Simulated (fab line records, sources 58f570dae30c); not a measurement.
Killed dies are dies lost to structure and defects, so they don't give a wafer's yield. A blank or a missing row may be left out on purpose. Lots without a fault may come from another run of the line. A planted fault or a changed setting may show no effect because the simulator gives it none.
A struck lot beside a sound one | flow berkeley_cmos170 | 17 steps out of a route of 331
Sound: wafers L667.2, L667.4, L667.6. Struck: wafers L674.1, L674.4, L674.6. The cause comes at the end.
At each step with rows: each side's tool, then ch and its chambers, then its first start. Under that, the readings that differ: sound wafers | struck wafers | difference of the means | sigmas: that difference in standard deviations of wafers without a fault.
alike: readings whose means differ by less than 2 such deviations, and words and numbers that are the same on both sides. not compared: withheld readings, readings that some wafer has no value for, bounds like >300 that may hide the same value, and numbers for which the record gives no deviation and whose values overlap.
The two part at a step that has a row with sigmas, a row that says differs or no value, or rows on one side only. Numbers that don't overlap but have no deviation are shown without sigmas and don't part them. A reading that every wafer of one side lacks parts them only if that side has two wafers or more.

first, 2 steps without rows for these wafers: UCB170_PLDD_PEB_04; UCB170_PLDD_DEVELOP_05 (develop time 45 s).
UCB170_PLDD_CD_MEAS_06: target cd 1200 nm.
  sound on cd_sem-02, day 7 03:53; struck on cd_sem-01, day 8 10:39
  alike: cd_nm
UCB170_PLDD_OVL_MEAS_07:
  sound on overlay-01, day 7 03:59; struck on overlay-02, day 8 10:46
  alike: PLDD_OVL
then, 2 steps without rows for these wafers: UCB170_PLDD_IMPLANT_08; UCB170_PLDD_IMPLANT_09.
UCB170_PLDD_STRIP_10: strips in O2.
  sound on plasma_asher-04 ch 0,1, day 7 04:19; struck on plasma_asher-03 ch 0,1, day 8 11:07
  alike: drypump_motor_current_A, oes_product_au, strip_time_to_endpoint_s
  not compared: rf_hours_counter_h
UCB170_PLDD_TW_MEAS_11:
  sound on film_metro-01, day 7 04:34; struck on film_metro-01, day 8 11:13
  alike: PLDD_TW
then, 4 steps without rows for these wafers: UCB170_PLDD_CLEAN_12 (cleans in SPM, time 600 s); UCB170_NLDD_HMDS_00 (prime time 60 s); UCB170_NLDD_COAT_01 (resist thk 900 nm); UCB170_NLDD_SOFTBAKE_02 (time 60 s).
UCB170_NLDD_EXPOSE_03: exposes mask NSELECT, target cd 1200 nm.
  sound on krf_scanner-02 ch 0, day 7 06:26; struck on krf_scanner-01 ch 0, day 8 14:20
  reading | sound                         | struck                                 | difference | sigmas
  mask    | NSELECT#0 NSELECT#0 NSELECT#0 | NSELECT_R1#0 NSELECT_R1#0 NSELECT_R1#0 | differs    |
  alike: reticle_temp_C
then, 2 steps without rows for these wafers: UCB170_NLDD_PEB_04; UCB170_NLDD_DEVELOP_05 (develop time 45 s).
UCB170_NLDD_CD_MEAS_06: target cd 1200 nm.
  sound on cd_sem-01, day 7 07:15; struck on cd_sem-01, day 8 14:58
  reading    | sound                | struck            | difference | sigmas
  cd_nm (nm) | 1199.4 1198.2 1198.4 | 958.8 959.4 959.6 | -239.4     | -99 or more
UCB170_NLDD_OVL_MEAS_07:
  sound on overlay-02, day 7 07:22; struck on overlay-01, day 8 15:05
  alike: NLDD_OVL

WHERE THEY PART
First at UCB170_NLDD_EXPOSE_03; last, within this record, at UCB170_NLDD_CD_MEAS_06. Later steps at which nothing parts them and some readings are alike: UCB170_NLDD_OVL_MEAS_07.

WHY: what the simulator had put in
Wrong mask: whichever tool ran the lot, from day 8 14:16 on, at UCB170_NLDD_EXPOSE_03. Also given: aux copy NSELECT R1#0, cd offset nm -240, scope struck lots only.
